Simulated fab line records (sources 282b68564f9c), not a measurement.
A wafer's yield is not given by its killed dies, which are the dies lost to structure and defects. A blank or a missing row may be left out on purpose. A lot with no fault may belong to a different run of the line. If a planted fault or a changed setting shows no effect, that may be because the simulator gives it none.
fab line records || flow ritCmos
record {"lots": 15, "wafers": 45, "lastDay": 7}
route steps=202 shown CONTACT@168
lots with no fault: from the same line, run without faults
startH: start of the lot's first displayed wafer, in hours after the record's first day || waitH: how many hours have passed since the lot's step before this one || " unchanged from the row above || L1.1+2: a row that stands for several wafers || - no value, or no start given || * or withheld: withheld || < > ~ a bound
route shown NAME@n: names a module that has steps shown in the file, with the first one's number in the route || usual: the fault-free wafers' mean and standard deviation || same: alike in all rows || chamber/n: place in a boat || sites: per-site readings || _std_site: the standard deviation of these || _edge_site: outer sites' mean less inner sites' || radiusMm: how far each site lies from the wafer's centre || mask NAME#n: copy n || behind: tool/chamber where the wafer was last shaped || hold: why the lot went on hold/how many hours it stayed there/how the hold came to an end || device: whichever transistor did not switch (one of n, p or np) || end of line: the tests these same wafers got at the end of their route || a step given without rows: its recipe and nothing more || killed: dies lost to structure and defects at the first sort, not the wafer's yield || map: dies across one wafer; x = killed, . = not, _ = none there
set.NAME: the setting that was run; set.NAME@STEP: the one run at that earlier step || model.NAME: the simulator's own value behind a step, which no gauge read
steps of the route over a sample of lots; a table a step, a row a wafer
services: when a tool's chamber went out of use (startH, in hours from the record's first day, below 0 if earlier), for how many hours, and the reason
## steps
# step RIT_CONTACT_CVD_00
# recipe {"material": "SiO2", "targetThkNm": 400, "precursor": "TEOS", "tempC": 390, "timeS": 63.96, "rfW": 400}
# usual {"heaterPowerW": "313/77"}
{"lot.wafer": "L779.2", "tool": "pecvd-04", "chamber": 1, "startH": 53.94, "waitH": 0.0, "heaterPowerW": 240}
{"lot.wafer": "L779.3", "tool": "pecvd-04", "chamber": 0, "startH": 53.94, "waitH": 0.0, "heaterPowerW": 440}
{"lot.wafer": "L779.6", "tool": "pecvd-04", "chamber": 2, "startH": 53.94, "waitH": 0.0, "heaterPowerW": 257}
{"lot.wafer": "L780.2", "tool": "pecvd-01", "chamber": 0, "startH": 61.87, "waitH": 0.0, "heaterPowerW": 429}
{"lot.wafer": "L780.3", "tool": "pecvd-01", "chamber": 2, "startH": 61.87, "waitH": 0.0, "heaterPowerW": 322}
{"lot.wafer": "L780.4", "tool": "pecvd-01", "chamber": 1, "startH": 61.87, "waitH": 0.0, "heaterPowerW": 200}
{"lot.wafer": "L782.2", "tool": "pecvd-03", "chamber": 1, "startH": 70.73, "waitH": 0.0, "heaterPowerW": 393}
{"lot.wafer": "L782.3", "tool": "pecvd-03", "chamber": 0, "startH": 70.73, "waitH": 0.0, "heaterPowerW": 225}
{"lot.wafer": "L782.5", "tool": "pecvd-03", "chamber": 2, "startH": 70.73, "waitH": 0.0, "heaterPowerW": 355}
{"lot.wafer": "L783.2", "tool": "pecvd-01", "chamber": 0, "startH": 72.44, "waitH": 0.0, "heaterPowerW": 452}
{"lot.wafer": "L783.3", "tool": "pecvd-01", "chamber": 2, "startH": 72.44, "waitH": 0.0, "heaterPowerW": 319}
{"lot.wafer": "L783.6", "tool": "pecvd-01", "chamber": 1, "startH": 72.44, "waitH": 0.0, "heaterPowerW": 258}
{"lot.wafer": "L785.3", "tool": "pecvd-04", "chamber": 0, "startH": 88.95, "waitH": 0.0, "heaterPowerW": 362}
{"lot.wafer": "L785.4", "tool": "pecvd-04", "chamber": 1, "startH": 88.95, "waitH": 0.0, "heaterPowerW": 241}
{"lot.wafer": "L785.6", "tool": "pecvd-04", "chamber": 0, "startH": 88.95, "waitH": 0.0, "heaterPowerW": 386}
{"lot.wafer": "L786.2", "tool": "pecvd-01", "chamber": 0, "startH": 92.65, "waitH": 0.0, "heaterPowerW": 364}
{"lot.wafer": "L786.5", "tool": "pecvd-01", "chamber": 2, "startH": 92.65, "waitH": 0.0, "heaterPowerW": 339}
{"lot.wafer": "L786.6", "tool": "pecvd-01", "chamber": 0, "startH": 92.65, "waitH": 0.0, "heaterPowerW": 409}
{"lot.wafer": "L787.1", "tool": "pecvd-03", "chamber": 0, "startH": 94.70, "waitH": 0.1, "heaterPowerW": 211}
{"lot.wafer": "L787.4", "tool": "pecvd-03", "chamber": 2, "startH": 94.70, "waitH": 0.1, "heaterPowerW": 316}
{"lot.wafer": "L787.6", "tool": "pecvd-03", "chamber": 1, "startH": 94.70, "waitH": 0.1, "heaterPowerW": 345}
{"lot.wafer": "L788.4", "tool": "pecvd-04", "chamber": 1, "startH": 100.54, "waitH": 0.0, "heaterPowerW": 216}
{"lot.wafer": "L788.5", "tool": "pecvd-04", "chamber": 2, "startH": 100.54, "waitH": 0.0, "heaterPowerW": 219}
{"lot.wafer": "L788.6", "tool": "pecvd-04", "chamber": 0, "startH": 100.54, "waitH": 0.0, "heaterPowerW": 392}
{"lot.wafer": "L789.3", "tool": "pecvd-01", "chamber": 2, "startH": 102.51, "waitH": 0.1, "heaterPowerW": 325}
{"lot.wafer": "L789.4", "tool": "pecvd-01", "chamber": 0, "startH": 102.51, "waitH": 0.1, "heaterPowerW": 368}
{"lot.wafer": "L789.6", "tool": "pecvd-01", "chamber": 2, "startH": 102.51, "waitH": 0.1, "heaterPowerW": 343}
{"lot.wafer": "L789.3", "tool": "pecvd-01", "chamber": 2, "startH": 102.75, "waitH": 0.2, "heaterPowerW": 327}
{"lot.wafer": "L789.4", "tool": "pecvd-01", "chamber": 0, "startH": 102.75, "waitH": 0.2, "heaterPowerW": 363}
{"lot.wafer": "L789.6", "tool": "pecvd-01", "chamber": 2, "startH": 102.75, "waitH": 0.2, "heaterPowerW": 339}
{"lot.wafer": "L791.1", "tool": "pecvd-04", "chamber": 2, "startH": 112.86, "waitH": 0.1, "heaterPowerW": 274}
{"lot.wafer": "L791.2", "tool": "pecvd-04", "chamber": 1, "startH": 112.86, "waitH": 0.1, "heaterPowerW": 260}
{"lot.wafer": "L791.6", "tool": "pecvd-04", "chamber": 0, "startH": 112.86, "waitH": 0.1, "heaterPowerW": 443}
{"lot.wafer": "L791.1", "tool": "pecvd-04", "chamber": 2, "startH": 113.08, "waitH": 0.2, "heaterPowerW": 270}
{"lot.wafer": "L791.2", "tool": "pecvd-04", "chamber": 1, "startH": 113.08, "waitH": 0.2, "heaterPowerW": 261}
{"lot.wafer": "L791.6", "tool": "pecvd-04", "chamber": 0, "startH": 113.08, "waitH": 0.2, "heaterPowerW": 446}
{"lot.wafer": "L792.3", "tool": "pecvd-01", "chamber": 1, "startH": 118.58, "waitH": 0.1, "heaterPowerW": 236}
{"lot.wafer": "L792.4", "tool": "pecvd-01", "chamber": 0, "startH": 118.58, "waitH": 0.1, "heaterPowerW": 395}
{"lot.wafer": "L792.6", "tool": "pecvd-01", "chamber": 1, "startH": 118.58, "waitH": 0.1, "heaterPowerW": 249}
{"lot.wafer": "L792.3", "tool": "pecvd-01", "chamber": 1, "startH": 118.80, "waitH": 0.2, "heaterPowerW": 230}
{"lot.wafer": "L792.4", "tool": "pecvd-01", "chamber": 0, "startH": 118.80, "waitH": 0.2, "heaterPowerW": 394}
{"lot.wafer": "L792.6", "tool": "pecvd-01", "chamber": 1, "startH": 118.80, "waitH": 0.2, "heaterPowerW": 240}
{"lot.wafer": "L798.1", "tool": "pecvd-01", "chamber": 0, "startH": 146.27, "waitH": 0.1, "heaterPowerW": 477}
{"lot.wafer": "L798.3", "tool": "pecvd-01", "chamber": 1, "startH": 146.27, "waitH": 0.1, "heaterPowerW": 247}
{"lot.wafer": "L798.6", "tool": "pecvd-01", "chamber": 0, "startH": 146.27, "waitH": 0.1, "heaterPowerW": 482}
{"lot.wafer": "L799.3", "tool": "pecvd-03", "chamber": 1, "startH": 151.32, "waitH": 0.1, "heaterPowerW": 330}
{"lot.wafer": "L799.5", "tool": "pecvd-03", "chamber": 1, "startH": 151.32, "waitH": 0.1, "heaterPowerW": 342}
{"lot.wafer": "L799.6", "tool": "pecvd-03", "chamber": 2, "startH": 151.32, "waitH": 0.1, "heaterPowerW": 350}
{"lot.wafer": "L801.1", "tool": "pecvd-01", "chamber": 2, "startH": 161.86, "waitH": 0.1, "heaterPowerW": 336}
{"lot.wafer": "L801.3", "tool": "pecvd-01", "chamber": 0, "startH": 161.86, "waitH": 0.1, "heaterPowerW": 395}
{"lot.wafer": "L801.6", "tool": "pecvd-01", "chamber": 0, "startH": 161.86, "waitH": 0.1, "heaterPowerW": 419}
{"lot.wafer": "L802.2", "tool": "pecvd-03", "chamber": 0, "startH": 165.55, "waitH": 0.0, "heaterPowerW": 232}
{"lot.wafer": "L802.3", "tool": "pecvd-03", "chamber": 1, "startH": 165.55, "waitH": 0.0, "heaterPowerW": 392}
{"lot.wafer": "L802.4", "tool": "pecvd-03", "chamber": 1, "startH": 165.55, "waitH": 0.0, "heaterPowerW": 391}
# step RIT_CONTACT_THK_MEAS_01
# recipe {"reads": "SiO2_of_CONTACT_CVD_00"}
# usual {"CONTACT_TEOS_THK": "418/6.7"}
{"lot.wafer": "L779.2", "tool": "filmMetro-04", "chamber": "-", "startH": 54.00, "waitH": 0.0, "CONTACT_TEOS_THK[nm]": 415}
{"lot.wafer": "L779.3", "tool": "filmMetro-04", "chamber": "-", "startH": 54.00, "waitH": 0.0, "CONTACT_TEOS_THK[nm]": 415}
{"lot.wafer": "L779.6", "tool": "filmMetro-04", "chamber": "-", "startH": 54.00, "waitH": 0.0, "CONTACT_TEOS_THK[nm]": 416}
{"lot.wafer": "L780.2", "tool": "filmMetro-02", "chamber": "-", "startH": 61.94, "waitH": 0.0, "CONTACT_TEOS_THK[nm]": 418}
{"lot.wafer": "L780.3", "tool": "filmMetro-02", "chamber": "-", "startH": 61.94, "waitH": 0.0, "CONTACT_TEOS_THK[nm]": 418}
{"lot.wafer": "L780.4", "tool": "filmMetro-02", "chamber": "-", "startH": 61.94, "waitH": 0.0, "CONTACT_TEOS_THK[nm]": 428}
{"lot.wafer": "L782.2", "tool": "filmMetro-01", "chamber": "-", "startH": 70.79, "waitH": 0.0, "CONTACT_TEOS_THK[nm]": 404}
{"lot.wafer": "L782.3", "tool": "filmMetro-01", "chamber": "-", "startH": 70.79, "waitH": 0.0, "CONTACT_TEOS_THK[nm]": 409}
{"lot.wafer": "L782.5", "tool": "filmMetro-01", "chamber": "-", "startH": 70.79, "waitH": 0.0, "CONTACT_TEOS_THK[nm]": 416}
{"lot.wafer": "L783.2", "tool": "filmMetro-04", "chamber": "-", "startH": 72.50, "waitH": 0.0, "CONTACT_TEOS_THK[nm]": 417}
{"lot.wafer": "L783.3", "tool": "filmMetro-04", "chamber": "-", "startH": 72.50, "waitH": 0.0, "CONTACT_TEOS_THK[nm]": 413}
{"lot.wafer": "L783.6", "tool": "filmMetro-04", "chamber": "-", "startH": 72.50, "waitH": 0.0, "CONTACT_TEOS_THK[nm]": 426}
{"lot.wafer": "L785.3", "tool": "filmMetro-04", "chamber": "-", "startH": 89.02, "waitH": 0.0, "CONTACT_TEOS_THK[nm]": 423}
{"lot.wafer": "L785.4", "tool": "filmMetro-04", "chamber": "-", "startH": 89.02, "waitH": 0.0, "CONTACT_TEOS_THK[nm]": 419}
{"lot.wafer": "L785.6", "tool": "filmMetro-04", "chamber": "-", "startH": 89.02, "waitH": 0.0, "CONTACT_TEOS_THK[nm]": 429}
{"lot.wafer": "L786.2", "tool": "filmMetro-02", "chamber": "-", "startH": 92.74, "waitH": 0.1, "CONTACT_TEOS_THK[nm]": 415}
{"lot.wafer": "L786.5", "tool": "filmMetro-02", "chamber": "-", "startH": 92.74, "waitH": 0.1, "CONTACT_TEOS_THK[nm]": 423}
{"lot.wafer": "L786.6", "tool": "filmMetro-02", "chamber": "-", "startH": 92.74, "waitH": 0.1, "CONTACT_TEOS_THK[nm]": 422}
{"lot.wafer": "L787.1", "tool": "filmMetro-02", "chamber": "-", "startH": 94.75, "waitH": 0.0, "CONTACT_TEOS_THK[nm]": 416}
{"lot.wafer": "L787.4", "tool": "filmMetro-02", "chamber": "-", "startH": 94.75, "waitH": 0.0, "CONTACT_TEOS_THK[nm]": 418}
{"lot.wafer": "L787.6", "tool": "filmMetro-02", "chamber": "-", "startH": 94.75, "waitH": 0.0, "CONTACT_TEOS_THK[nm]": 410}
{"lot.wafer": "L788.4", "tool": "filmMetro-02", "chamber": "-", "startH": 100.59, "waitH": 0.0, "CONTACT_TEOS_THK[nm]": 414}
{"lot.wafer": "L788.5", "tool": "filmMetro-02", "chamber": "-", "startH": 100.59, "waitH": 0.0, "CONTACT_TEOS_THK[nm]": 417}
{"lot.wafer": "L788.6", "tool": "filmMetro-02", "chamber": "-", "startH": 100.59, "waitH": 0.0, "CONTACT_TEOS_THK[nm]": 419}
{"lot.wafer": "L789.3", "tool": "filmMetro-01", "chamber": "-", "startH": 102.82, "waitH": 0.0, "CONTACT_TEOS_THK[nm]": 844}
{"lot.wafer": "L789.4", "tool": "filmMetro-01", "chamber": "-", "startH": 102.82, "waitH": 0.0, "CONTACT_TEOS_THK[nm]": 846}
{"lot.wafer": "L789.6", "tool": "filmMetro-01", "chamber": "-", "startH": 102.82, "waitH": 0.0, "CONTACT_TEOS_THK[nm]": 845}
{"lot.wafer": "L791.1", "tool": "filmMetro-04", "chamber": "-", "startH": 113.13, "waitH": 0.0, "CONTACT_TEOS_THK[nm]": 818}
{"lot.wafer": "L791.2", "tool": "filmMetro-04", "chamber": "-", "startH": 113.13, "waitH": 0.0, "CONTACT_TEOS_THK[nm]": 821}
{"lot.wafer": "L791.6", "tool": "filmMetro-04", "chamber": "-", "startH": 113.13, "waitH": 0.0, "CONTACT_TEOS_THK[nm]": 851}
{"lot.wafer": "L792.3", "tool": "filmMetro-02", "chamber": "-", "startH": 118.87, "waitH": 0.0, "CONTACT_TEOS_THK[nm]": 856}
{"lot.wafer": "L792.4", "tool": "filmMetro-02", "chamber": "-", "startH": 118.87, "waitH": 0.0, "CONTACT_TEOS_THK[nm]": 862}
{"lot.wafer": "L792.6", "tool": "filmMetro-02", "chamber": "-", "startH": 118.87, "waitH": 0.0, "CONTACT_TEOS_THK[nm]": 875}
{"lot.wafer": "L798.1", "tool": "filmMetro-04", "chamber": "-", "startH": 146.33, "waitH": 0.0, "CONTACT_TEOS_THK[nm]": 417}
{"lot.wafer": "L798.3", "tool": "filmMetro-04", "chamber": "-", "startH": 146.33, "waitH": 0.0, "CONTACT_TEOS_THK[nm]": 423}
{"lot.wafer": "L798.6", "tool": "filmMetro-04", "chamber": "-", "startH": 146.33, "waitH": 0.0, "CONTACT_TEOS_THK[nm]": 430}
{"lot.wafer": "L799.3", "tool": "filmMetro-02", "chamber": "-", "startH": 151.39, "waitH": 0.0, "CONTACT_TEOS_THK[nm]": 413}
{"lot.wafer": "L799.5", "tool": "filmMetro-02", "chamber": "-", "startH": 151.39, "waitH": 0.0, "CONTACT_TEOS_THK[nm]": 414}
{"lot.wafer": "L799.6", "tool": "filmMetro-02", "chamber": "-", "startH": 151.39, "waitH": 0.0, "CONTACT_TEOS_THK[nm]": 413}
{"lot.wafer": "L801.1", "tool": "filmMetro-04", "chamber": "-", "startH": 161.91, "waitH": 0.0, "CONTACT_TEOS_THK[nm]": 411}
{"lot.wafer": "L801.3", "tool": "filmMetro-04", "chamber": "-", "startH": 161.91, "waitH": 0.0, "CONTACT_TEOS_THK[nm]": 418}
{"lot.wafer": "L801.6", "tool": "filmMetro-04", "chamber": "-", "startH": 161.91, "waitH": 0.0, "CONTACT_TEOS_THK[nm]": 423}
{"lot.wafer": "L802.2", "tool": "filmMetro-02", "chamber": "-", "startH": 165.61, "waitH": 0.0, "CONTACT_TEOS_THK[nm]": 417}
{"lot.wafer": "L802.3", "tool": "filmMetro-02", "chamber": "-", "startH": 165.61, "waitH": 0.0, "CONTACT_TEOS_THK[nm]": 408}
{"lot.wafer": "L802.4", "tool": "filmMetro-02", "chamber": "-", "startH": 165.61, "waitH": 0.0, "CONTACT_TEOS_THK[nm]": 417}
## services
{"tool": "pecvd-03", "chamber": 1, "startH": 35.03, "hours": 3.7, "kind": "repair"}
{"tool": "pecvd-01", "chamber": 1, "startH": 87.87, "hours": 16.6, "kind": "repair"}
{"tool": "pecvd-01", "chamber": 1, "startH": 123.04, "hours": 6.6, "kind": "repair"}
{"tool": "pecvd-03", "chamber": 1, "startH": 128.76, "hours": 14.4, "kind": "repair"}
{"tool": "pecvd-03", "chamber": 0, "startH": 133.02, "hours": 20.5, "kind": "repair"}
## key
firstSign {"step": "RIT_CONTACT_CVD_00", "reading": "visit", "direction": "added"}
effect {"step": "RIT_CONTACT_THK_MEAS_01", "reading": "CONTACT_TEOS_THK", "direction": "up", "sigmas": 64, "usual": 418, "struck": 846}
metAt RIT_CONTACT_CVD_00
struckLots L789,L791,L792
laterRowsLeftOut L789.3,L789.4,L789.6,L791.1,L791.2,L791.6,L792.3,L792.4,L792.6
sortLeftOut L789.3,L789.4,L789.6,L791.1,L791.2,L791.6,L792.3,L792.4,L792.6
testerLeftOut L789,L791,L792
fault {"kind": "repeatedStepWhole", "tool": "pecvd-01,pecvd-03,pecvd-04", "chamber": "-", "onsetH": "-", "steps": "RIT_CONTACT_CVD_00", "times": 1, "scope": "struckLotsOnly"}
# testerLeftOut: of these lots the tester's yield and bins aren't shown, on N5 and GAA mostly nor the transistor test; their killed dies are dies lost to structure and defects alone, not to doping, threshold or leakage, so they don't give the yield
# sortLeftOut: the simulated sort isn't trusted on such a fault, so these wafers' sort isn't shown, and their yield isn't known
# laterRowsLeftOut: the simulator's readings of these wafers behind a module that went badly wrong aren't trusted and aren't shown, but for the sort
